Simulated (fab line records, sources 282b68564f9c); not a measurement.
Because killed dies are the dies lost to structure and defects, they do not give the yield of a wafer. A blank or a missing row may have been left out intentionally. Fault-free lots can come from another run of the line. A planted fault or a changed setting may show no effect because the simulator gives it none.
What tool caused it? | flow rit-cmos | 14 lots, 42 wafers sampled, at 1 step of a route of 202

## WHAT EACH GAUGE READ, for each wafer
The record holds no reading of a measuring or inspecting step that can be judged against a usual standard deviation.

## WHICH TOOL RAN EACH LOT (tool, then ch and the chambers of the sampled wafers, then the start)
lot  | RIT_PLDD_EXPOSE_03
L430 | iline-stepper-02 ch 0, day 2 18:18
L432 | iline-stepper-01 ch 0, day 3 06:19
L434 | iline-stepper-02 ch 0, day 3 14:23
L436 | iline-stepper-02 ch 0, day 4 00:02
L437 | iline-stepper-02 ch 0, day 4 05:06
L438 | iline-stepper-02 ch 0, day 4 11:16
L439 | iline-stepper-02 ch 0, day 4 16:30
L440 | iline-stepper-02 ch 0, day 4 19:40
L441 | iline-stepper-01 ch 0, day 5 03:06
L444 | iline-stepper-01, day 5 18:49
L445 | iline-stepper-02, day 5 21:43
L446 | iline-stepper-02 ch 0, day 6 03:22
L451 | iline-stepper-02 ch 0, day 7 04:19
L452 | iline-stepper-02 ch 0, day 7 09:11
- RIT_PLDD_EXPOSE_03: exposes mask M8, target cd 40900 nm.

## AS READ BY THE TOOLS THEMSELVES (means over the sampled wafers that have a number; for cases with no such wafer, the mark the record gives instead)
RIT_PLDD_EXPOSE_03. Usual: exposure-dose-mJ-cm2 250.04, standard deviation 0.2; focus-offset-nm 0.0 nm, standard deviation 0.49.
lot  | tool             | exposure-dose-mJ-cm2 | focus-offset-nm (nm) | flag
L430 | iline-stepper-02 | 249.89               | 0.0                  |
L432 | iline-stepper-01 | 249.98               | -0.3                 |
L434 | iline-stepper-02 | 249.89               | -0.9                 |
L436 | iline-stepper-02 | 250.27               | 0.1                  |
L437 | iline-stepper-02 | 249.94               | 0.1                  |
L438 | iline-stepper-02 | 249.92               | 0.4                  |
L439 | iline-stepper-02 | 250.10               | 0.2                  |
L440 | iline-stepper-02 | 249.96               | -0.0                 |
L441 | iline-stepper-01 | 250.13               | -0.1                 |
L444 | iline-stepper-01 | -                    | -                    | OFF
L445 | iline-stepper-02 | -                    | -                    | OFF
L446 | iline-stepper-02 | 250.08               | -0.2                 |
L451 | iline-stepper-02 | 250.08               | 0.3                  |
L452 | iline-stepper-02 | 250.29               | -0.7                 |

## THE ANSWER, worked out from the rows above alone
Rule: a lot counts as off when the mean over its wafers that have a number is more than 3 standard deviations away from the usual mean. A lot without any number at a reading at which 4 lots or more have one is off too. All remaining lots with rows at the step are treated as sound. First the gauges in route order, then the tools' own readings, where a lot's mean is used as printed above. At the first step where some lot is off, the reading lying furthest off is the one used; lots without a number count as furthest.
Off: L444, L445, at RIT_PLDD_EXPOSE_03 (exposure-dose-mJ-cm2). Without a number there: L444, L445.
If a tool, at that step or one of the process steps before it, ran each lot that is off and ran no sound lot following the first of them, it fits. Of those tried, none fits.

## WHAT THE SIMULATOR PUT IN
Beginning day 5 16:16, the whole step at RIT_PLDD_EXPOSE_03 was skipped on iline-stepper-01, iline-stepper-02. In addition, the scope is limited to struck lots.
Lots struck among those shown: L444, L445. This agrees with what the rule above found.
